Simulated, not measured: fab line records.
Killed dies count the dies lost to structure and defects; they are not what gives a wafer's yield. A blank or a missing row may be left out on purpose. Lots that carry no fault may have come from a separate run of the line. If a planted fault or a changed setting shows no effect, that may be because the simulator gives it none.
fab line records    flow berkeleyCmos170    part 2 of 2: steps 33 to 43 of 43
[record] lots = 5  wafers = 15  lastDay = 12
route steps=331 shown PFIELD@86 FIELD@89 SACOX@97 SCREENOX@100 NVT@104 PVT@115 GATE@125
lots untouched by any fault: they come from a run of this same line in which no faults occurred
startH: hours from the record's first day to the start of the lot's first wafer shown    waitH: how many hours have passed since the lot's step before this one    " same as the row above    L1.1+2: one row covering several wafers at once    - either no value or no given start    * or withheld: withheld    < > ~ a bound
route shown NAME@n: NAME is a module with steps in the file, n the number in the route of the first one    usual: the fault-free wafers' mean and standard deviation    same: alike in all rows    chamber/n: place in a boat    sites: per-site readings    _std_site: standard deviation of those values    _edge_site: outer sites' mean less inner sites'    radiusMm: for every site, how far away it sits from the centre of the wafer    mask NAME#n: copy n    behind: the last tool/chamber to shape the wafer    hold: the reason the lot was held/the length of the hold in hours/how it ended    device: the n, p or np transistor that did not switch    end of line: the route-end tests of the same wafers    a step without rows: its recipe alone    killed: dies that structure and defects cost at the first sort, which is not the same as the wafer's yield    map: the dies of a wafer, with x for killed, . for not killed, _ for no die there
set.NAME: the setting as run; set.NAME@STEP: as run at that earlier step    model.NAME: the simulator's own value behind a step, which no gauge read
a table for each step, a row for each wafer; lots at some steps of the route
services: when a tool's chamber went out of use (startH, in hours from the record's first day, below 0 if earlier), for how many hours, and the reason
[[steps]]
[step UCB170_PVT_EXPOSE_03]
[recipe] maskId = NWELL  targetCdNm = 3000  na = 0.5  sigmaOuter = 0.6  sourceShape = conventional  doseMj = 30
lot.wafer   tool           chamber  startH  waitH  mask
L074.1+3+4  krfScanner-01  0        129.30  0.2    NWELL#0
L079.2+5+6  krfScanner-02  0        150.77  0.3    NWELL#0
L087.2+4+5  krfScanner-01  0        -       -      NWELL#0
L092.1+2+3  krfScanner-02  0        218.85  0.4    NWELL#0
L094.2+4+6  krfScanner-02  0        219.53  0.1    NWELL#0
[step UCB170_PVT_PEB_04]
[recipe] pebTempC = 130  pebTimeS = withheld  resist = KrF
[usual] exhaustPa = 45.2/0.9
lot.wafer  tool           chamber  startH  waitH  exhaustPa
L074.1     lithoTrack-03  0        129.58  0.3    45.7
L074.3     "              0        "       "      45.7
L074.4     "              0        "       "      45.4
L079.2     lithoTrack-03  0        151.41  0.6    45.2
L079.5     "              0        "       "      45.9
L079.6     "              0        "       "      45.0
L087.2     lithoTrack-04  0        -       -      46.9
L087.4     "              0        "       "      44.9
L087.5     "              0        "       "      44.4
L092.1     lithoTrack-03  0        219.71  0.8    44.7
L092.2     "              0        "       "      44.4
L092.3     "              0        "       "      44.2
L094.2     lithoTrack-01  0        220.19  0.6    46.8
L094.4     "              0        "       "      45.3
L094.6     "              0        "       "      45.3
[step UCB170_PVT_DEVELOP_05]
[recipe] developer = TMAH  developTimeS = 45  resist = KrF  devTempC = 21
[usual] exhaustPa = 45.2/0.88
[same] developTimeS = 45
lot.wafer  tool           chamber  startH  waitH  exhaustPa
L074.1     lithoTrack-03  0        -       -      43.6
L074.3     "              0        "       "      43.0
L074.4     "              0        "       "      45.4
L079.2     lithoTrack-03  0        -       -      44.8
L079.5     "              0        "       "      44.9
L079.6     "              0        "       "      44.3
L087.2     lithoTrack-04  0        -       -      45.2
L087.4     "              0        "       "      44.6
L087.5     "              0        "       "      45.6
L092.1     lithoTrack-03  0        -       -      43.8
L092.2     "              0        "       "      45.7
L092.3     "              0        "       "      46.4
L094.2     lithoTrack-01  0        -       -      44.0
L094.4     "              0        "       "      45.0
L094.6     "              0        "       "      46.7
[step UCB170_PVT_OVL_MEAS_06]
[usual] PVT_OVL = -2/6.7
lot.wafer  tool        chamber  startH  waitH  PVT_OVL[nm]
L074.1     overlay-01  -        129.85  -      -6
L074.3     "           -        "       "      -3
L074.4     "           -        "       "      -10
L079.2     overlay-02  -        151.67  -      -1
L079.5     "           -        "       "      1
L079.6     "           -        "       "      1
L087.2     overlay-01  -        189.61  -      -1
L087.4     "           -        "       "      2
L087.5     "           -        "       "      -11
L092.1     overlay-01  -        219.99  -      -4
L092.2     "           -        "       "      -1
L092.3     "           -        "       "      -3
L094.2     overlay-01  -        220.44  -      3
L094.4     "           -        "       "      11
L094.6     "           -        "       "      9
[step UCB170_PVT_IMPLANT_07]
[recipe] species = P  doseCm2 = 2e+12  energyKev = 30  tiltDeg = 7
[usual] beamEnergyKeV = 29.998/0.0099
lot.wafer  tool          chamber  startH  waitH  beamEnergyKeV
L074.1     implanter-01  0        129.89  0.0    29.981
L074.3     "             0        "       "      29.972
L074.4     "             0        "       "      29.983
L079.2     implanter-04  0        151.72  0.0    29.998
L079.5     "             0        "       "      29.997
L079.6     "             0        "       "      30.007
L087.2     implanter-04  0        189.67  0.0    30.017
L087.4     "             0        "       "      29.991
L087.5     "             0        "       "      29.996
L092.1     implanter-04  0        220.02  0.0    29.989
L092.2     "             0        "       "      29.992
L092.3     "             0        "       "      29.989
L094.2     implanter-04  0        220.50  0.0    29.992
L094.4     "             0        "       "      30.005
L094.6     "             0        "       "      30.004
[step UCB170_PVT_STRIP_08]
[recipe] chemistry = O2  powerW = 400  pressureMtorr = 3500  platenTempC = withheld  o2FlowSccm = 400  overashFraction = 0.5
[usual] drypumpMotorCurrentA = 5.7/0.55  oesProductAu = 0.734/0.0042  stripTimeToEndpointS = 21.60/0.082
lot.wafer  tool            chamber  startH  waitH  drypumpMotorCurrentA  oesProductAu  rfHoursCounterH  stripTimeToEndpointS
L074.1     plasmaAsher-01  0        130.04  0.1    5.2                   0.736         43               21.66
L074.3     "               0        "       "      5.3                   0.736         -                21.61
L074.4     "               1        "       "      4.6                   0.732         -                21.54
L079.2     plasmaAsher-02  0        151.85  0.1    5.8                   0.734         3                21.56
L079.5     "               0        "       "      5.8                   0.730         -                21.54
L079.6     "               1        "       "      6.0                   0.729         -                21.55
L087.2     plasmaAsher-02  0        189.79  0.1    5.8                   0.739         8                21.59
L087.4     "               1        "       "      6.0                   0.732         -                21.49
L087.5     "               0        "       "      5.8                   0.729         -                21.65
L092.1     plasmaAsher-04  1        220.17  0.1    6.4                   0.734         48               21.51
L092.2     "               0        "       "      5.6                   0.735         48               21.48
L092.3     "               1        "       "      6.4                   0.729         -                21.56
L094.2     plasmaAsher-01  0        220.62  0.1    5.3                   0.731         52               21.66
L094.4     "               0        "       "      5.3                   0.732         -                21.68
L094.6     "               0        "       "      5.3                   0.733         -                21.70
[step UCB170_PVT_TW_MEAS_09]
[usual] PVT_TW = 507/3.1
lot.wafer  tool          chamber  startH  waitH  PVT_TW
L074.1     filmMetro-04  -        130.14  0.1    503
L074.3     "             -        "       "      501
L074.4     "             -        "       "      503
L079.2     filmMetro-04  -        151.96  0.1    508
L079.5     "             -        "       "      506
L079.6     "             -        "       "      506
L087.2     filmMetro-04  -        189.90  0.1    501
L087.4     "             -        "       "      502
L087.5     "             -        "       "      503
L092.1     filmMetro-01  -        220.27  0.1    508
L092.2     "             -        "       "      505
L092.3     "             -        "       "      509
L094.2     filmMetro-04  -        220.73  0.1    507
L094.4     "             -        "       "      506
L094.6     "             -        "       "      508
[step UCB170_GATE_WET_ETCH_00]
[recipe] chemistry = dHF  dilution = 25:1  target = SiO2  tempC = 25  timeS = 200
lot.wafer   tool         chamber  startH  waitH
L074.1+3+4  wetBench-04  3        131.05  0.9
L079.2+5+6  wetBench-02  1        152.09  0.1
L087.2+4+5  wetBench-03  1        189.95  0.0
L092.1+2+3  wetBench-02  3        220.33  0.1
L094.2+4+6  wetBench-03  0        220.78  0.0
[step UCB170_FIELD_THK_MEAS_91]
[recipe] reads = SiO2_of_FIELD_OXIDATION_01
[usual] FIELD_OXIDE_LEFT_2_THK = 352/8.8
lot.wafer  tool          chamber  startH  waitH  FIELD_OXIDE_LEFT_2_THK[nm]
L074.1     filmMetro-04  -        131.35  0.2    347
L074.3     "             -        "       "      351
L074.4     "             -        "       "      347
L079.2     filmMetro-01  -        152.17  0.0    361
L079.5     "             -        "       "      358
L079.6     "             -        "       "      349
L087.2     filmMetro-01  -        190.09  0.0    344
L087.4     "             -        "       "      349
L087.5     "             -        "       "      352
L092.1     filmMetro-03  -        220.40  0.0    355
L092.2     "             -        "       "      358
L092.3     "             -        "       "      363
L094.2     filmMetro-03  -        220.86  0.0    359
L094.4     "             -        "       "      371
L094.6     "             -        "       "      364
[step UCB170_GATE_OXIDATION_01]
[recipe] tempC = 850  ambient = O2  targetThkA = 66  oxTimeS = 1800
lot.wafer   tool        chamber  startH  waitH
L074.1+3+4  furnace-02  0        133.75  2.4
L079.2+5+6  furnace-04  0        153.19  1.0
L087.2+4+5  furnace-02  0        192.39  2.3
L092.1+2+3  furnace-04  0        224.17  3.8
L094.2+4+6  furnace-04  0        224.17  3.3
[step UCB170_GATE_THK_MEAS_02]
[recipe] reads = SiO2_of_GATE_OXIDATION_01
[usual] GATE_OXIDE_THK = 6.56/0.11
lot.wafer  tool          chamber  startH  waitH  GATE_OXIDE_THK[nm]
L074.1     filmMetro-04  -        135.25  0.0    6.26
L074.3     "             -        "       "      6.36
L074.4     "             -        "       "      6.36
L079.2     filmMetro-04  -        154.70  0.0    6.48
L079.5     "             -        "       "      6.54
L079.6     "             -        "       "      6.53
L087.2     filmMetro-01  -        193.90  0.0    6.55
L087.4     "             -        "       "      6.53
L087.5     "             -        "       "      6.61
L092.1     filmMetro-02  -        225.71  0.0    6.43
L092.2     "             -        "       "      6.51
L092.3     "             -        "       "      6.52
L094.2     filmMetro-02  -        225.78  0.1    6.67
L094.4     "             -        "       "      6.62
L094.6     "             -        "       "      6.54
[[services]]
tool            chamber  startH  hours  kind
furnace-01      -        78.54   4.3    pm
furnace-04      -        86.15   2.8    pm
krfScanner-02   -        86.92   1.0    pm
krfScanner-01   -        93.48   0.7    repair
krfScanner-01   -        105.48  4.4    pm
plasmaAsher-02  -        108.75  9.0    pm
krfScanner-01   -        112.50  0.8    pm
implanter-03    -        120.93  4.3    pm
krfScanner-01   -        123.70  1.3    pm
krfScanner-02   -        125.07  0.8    pm
krfScanner-02   -        128.57  1.3    pm
wetBench-04     -        131.68  1.9    pm
krfScanner-02   -        135.82  0.5    repair
implanter-04    -        145.71  4.1    pm
furnace-01      -        153.49  48.4   repair
plasmaAsher-04  -        167.26  5.8    repair
implanter-03    -        167.80  6.3    repair
plasmaAsher-01  -        176.79  3.4    repair
furnace-01      -        176.90  47.3   repair
furnace-03      -        201.02  3.5    pm
furnace-04      -        206.87  1.8    pm
implanter-03    -        211.31  6.1    repair
plasmaAsher-01  -        211.97  2.7    repair
furnace-03      -        223.41  4.1    pm
